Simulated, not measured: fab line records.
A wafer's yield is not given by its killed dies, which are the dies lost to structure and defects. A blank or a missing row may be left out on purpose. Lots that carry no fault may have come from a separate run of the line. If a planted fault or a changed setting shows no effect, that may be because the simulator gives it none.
Which tool did it?	flow berkeleyCmos170	14 lots with 42 wafers sampled at 6 steps, on a route of 331 steps

== WHAT EACH GAUGE READ, for each wafer ==
UCB170_PFIELD_OVL_MEAS_06. Usual: PFIELD_OVL 1 nm, standard deviation 6.7.
lot	measured	on	PFIELD_OVL (nm)	flag
L554	day 4 13:40	overlay-02	-10 2 2	
L555	day 4 13:49	overlay-01	6 -2 4	
L556	day 4 16:10	overlay-02	-3 -7 -5	
L558	day 4 19:20	overlay-01	9 14 6	
L560	day 5 06:55	overlay-01	-7 -2 6	
L559	day 5 07:02	overlay-02	-4 7 -3	
L562	day 5 13:38	overlay-01	5 4 -1	
L561	day 5 14:23	overlay-02	4 6 12	
L564	day 5 22:03	overlay-01	1 0 -4	
L565	day 6 09:37	overlay-02	-6 -7 -8	
L566	day 6 09:54	overlay-02	-3 0 -1	
L567	day 6 15:26	overlay-02	13 5 9	
L568	day 6 20:03	overlay-02	3 2 -5	
L577	day 9 01:07	overlay-02	-4 4 10	

UCB170_FIELD_THK_MEAS_91. Usual: FIELD_OXIDE_LEFT_2_THK 355 nm, standard deviation 11.
lot	measured	on	FIELD_OXIDE_LEFT_2_THK (nm)	flag
L554	day 5 17:10	filmMetro-03	335 340 334	
L555	day 5 16:54	filmMetro-03	347 345 344	
L556	day 5 16:57	filmMetro-01	348 336 343	
L558	day 6 00:44	filmMetro-04	357 345 351	
L560	day 6 08:59	filmMetro-01	355 364 355	
L559	day 6 10:10	filmMetro-03	372 368 366	
L562	day 6 18:38	filmMetro-04	356 359 361	
L561	day 6 18:32	filmMetro-01	366 379 364	
L564	day 7 05:28	filmMetro-03	348 341 344	
L565	day 7 13:34	filmMetro-04	357 356 361	
L566	day 7 13:52	filmMetro-03	353 358 349	
L567	day 8 01:25	filmMetro-03	358 363 351	
L568	day 8 01:41	filmMetro-03	366 355 349	
L577	day 10 05:11	filmMetro-04	367 375 363	

UCB170_M1_RS_MEAS_01: measurement is done with a four-point probe. Usual: M1_AL_RS 0.0487 ohm/sq, standard deviation 0.00046.
lot	measured	on	M1_AL_RS (ohm/sq)	flag
L554	day 7 02:31	filmMetro-01	0.0489 0.0483 0.0480	
L555	day 6 22:06	filmMetro-01	0.0486 0.0486 0.0484	
L556	day 7 02:52	filmMetro-03	0.0492 0.0495 0.0492	
L558	day 7 07:02	filmMetro-01	0.0481 0.0482 0.0483	
L560	day 7 14:41	filmMetro-03	0.0490 0.0488 0.0489	
L559	day 7 14:25	filmMetro-02	0.0490 0.0486 0.0483	
L562	day 8 03:45	filmMetro-02	0.0485 0.0478 0.0483	
L561	day 8 05:39	filmMetro-02	0.0487 0.0496 0.0495	
L564	day 8 12:08	filmMetro-02	0.0489 0.0483 0.0487	
L565	day 9 01:41	filmMetro-03	0.0241 0.0241 0.0241	OFF
L566	day 9 01:31	filmMetro-02	0.0489 0.0495 0.0490	
L567	day 9 10:47	filmMetro-03	0.0486 0.0494 0.0495	
L568	day 9 10:56	filmMetro-02	0.0242 0.0237 0.0238	OFF
L577	day 11 16:25	filmMetro-03	0.0491 0.0485 0.0486	

UCB170_M1_THK_MEAS_02: measures by xrf. Usual: M1_AL_THK 615 nm, standard deviation 7.3.
lot	measured	on	M1_AL_THK (nm)	flag
L554	day 7 02:37	filmMetro-01	611 624 623	
L555	day 6 22:13	filmMetro-01	617 615 618	
L556	day 7 02:59	filmMetro-03	606 598 605	
L558	day 7 07:10	filmMetro-01	624 625 625	
L560	day 7 14:48	filmMetro-03	604 608 609	
L559	day 7 14:32	filmMetro-02	613 619 625	
L562	day 8 03:51	filmMetro-02	623 625 620	
L561	day 8 05:45	filmMetro-02	616 606 605	
L564	day 8 12:15	filmMetro-02	613 622 618	
L565	day 9 01:49	filmMetro-03	1225 1233 1229	OFF
L566	day 9 01:37	filmMetro-02	611 610 614	
L567	day 9 10:53	filmMetro-03	615 606 606	
L568	day 9 11:03	filmMetro-02	1232 1260 1257	OFF
L577	day 11 16:32	filmMetro-03	606 617 614	

== TOOL THAT RAN EACH LOT (tool first, then ch and the chambers of the sampled wafers, then the start) ==
lot	UCB170_PSD_STRIP_09	UCB170_M1_SPUTTER_00
L554	plasmaAsher-01 ch 0,1, day 6 11:41	pvdSputter-04, day 7 02:25
L555	plasmaAsher-01 ch 0,1, day 6 11:24	pvdSputter-04, day 6 22:02
L556	plasmaAsher-03 ch 0,1, day 6 11:40	pvdSputter-02, day 7 02:47
L558	plasmaAsher-01 ch 0,1, day 6 22:33	pvdSputter-01, day 7 06:59
L560	plasmaAsher-04 ch 0,1, day 7 04:05	pvdSputter-01, day 7 14:37
L559	plasmaAsher-01 ch 0,1, day 7 04:12	pvdSputter-02, day 7 14:20
L562	plasmaAsher-03 ch 0,1, day 7 18:43	pvdSputter-04, day 8 03:38
L561	plasmaAsher-04 ch 0,1, day 7 19:11	pvdSputter-01, day 8 05:33
L564	plasmaAsher-03 ch 0,1, day 8 03:41	pvdSputter-04, day 8 12:04
L565	plasmaAsher-03 ch 0,1, day 8 12:22	pvdSputter-02, day 9 01:24
L566	plasmaAsher-01 ch 0,1, day 8 12:06	pvdSputter-04, day 9 01:24
L567	plasmaAsher-04 ch 0,1, day 9 01:29	pvdSputter-01, day 9 10:41
L568	plasmaAsher-01 ch 0,1, day 9 01:20	pvdSputter-01, day 9 10:38
L577	plasmaAsher-01 ch 0,1, day 11 07:59	pvdSputter-04, day 11 16:20
- UCB170_PSD_STRIP_09: strips in O2.
- UCB170_M1_SPUTTER_00: material Al, target thk 600 nm, time 80 s.

== AS READ BY THE TOOLS THEMSELVES (means over the sampled wafers that have a number; for cases with no such wafer, the mark the record gives instead) ==
UCB170_PSD_STRIP_09. Usual: drypumpMotorCurrentA 5.7 A, standard deviation 0.62; oesProductAu 0.601 a.u., standard deviation 0.0047; stripTimeToEndpointS 29.41 s, standard deviation 0.078.
lot	tool	drypumpMotorCurrentA (A)	oesProductAu (a.u.)	stripTimeToEndpointS (s)	flag
L554	plasmaAsher-01	5.2	0.605	29.49	
L555	plasmaAsher-01	5.5	0.601	29.37	
L556	plasmaAsher-03	5.5	0.598	29.37	
L558	plasmaAsher-01	5.2	0.600	29.43	
L560	plasmaAsher-04	6.4	0.600	29.34	
L559	plasmaAsher-01	5.2	0.602	29.43	
L562	plasmaAsher-03	5.5	0.601	29.48	
L561	plasmaAsher-04	6.4	0.598	29.50	
L564	plasmaAsher-03	5.5	0.601	29.35	
L565	plasmaAsher-03	5.3	0.599	29.35	
L566	plasmaAsher-01	5.5	0.600	29.45	
L567	plasmaAsher-04	6.3	0.601	29.51	
L568	plasmaAsher-01	5.5	0.602	29.54	
L577	plasmaAsher-01	5.2	0.600	29.38	

UCB170_M1_SPUTTER_00. Usual: throttleValvePct at 30.1 %, with a standard deviation of 0.74.
lot	tool	throttleValvePct (%)	flag
L554	pvdSputter-04	30.0	
L555	pvdSputter-04	30.5	
L556	pvdSputter-02	30.2	
L558	pvdSputter-01	30.3	
L560	pvdSputter-01	30.0	
L559	pvdSputter-02	29.6	
L562	pvdSputter-04	29.4	
L561	pvdSputter-01	30.2	
L564	pvdSputter-04	30.0	
L565	pvdSputter-02	30.9	
L566	pvdSputter-04	29.9	
L567	pvdSputter-01	30.0	
L568	pvdSputter-01	30.3	
L577	pvdSputter-04	30.5	

== THE ANSWER, worked out from the rows above alone ==
Rule: take the mean of a lot's wafers that have a number; if it is more than 3 standard deviations from the usual mean, the lot is off. Also off: a lot with no number at a reading for which 4 or more lots have one. Any other lot the step has rows for is counted as sound. First the gauges in route order, then the tools' own readings, where a lot's mean is used as printed above. The first step at which some lot is off is used, and at that step the reading that is off furthest; a lot without a number counts as furthest.
Off: L565, L568, seen at UCB170_M1_RS_MEAS_01 (M1_AL_RS).
If a tool, at a process step before that reading, ran all the lots that are off and no sound lot after the first of them, it fits. The gauges at UCB170_M1_RS_MEAS_01 are tried like those tools. Of those tried, none fits.

== WHAT THE SIMULATOR PUT IN ==
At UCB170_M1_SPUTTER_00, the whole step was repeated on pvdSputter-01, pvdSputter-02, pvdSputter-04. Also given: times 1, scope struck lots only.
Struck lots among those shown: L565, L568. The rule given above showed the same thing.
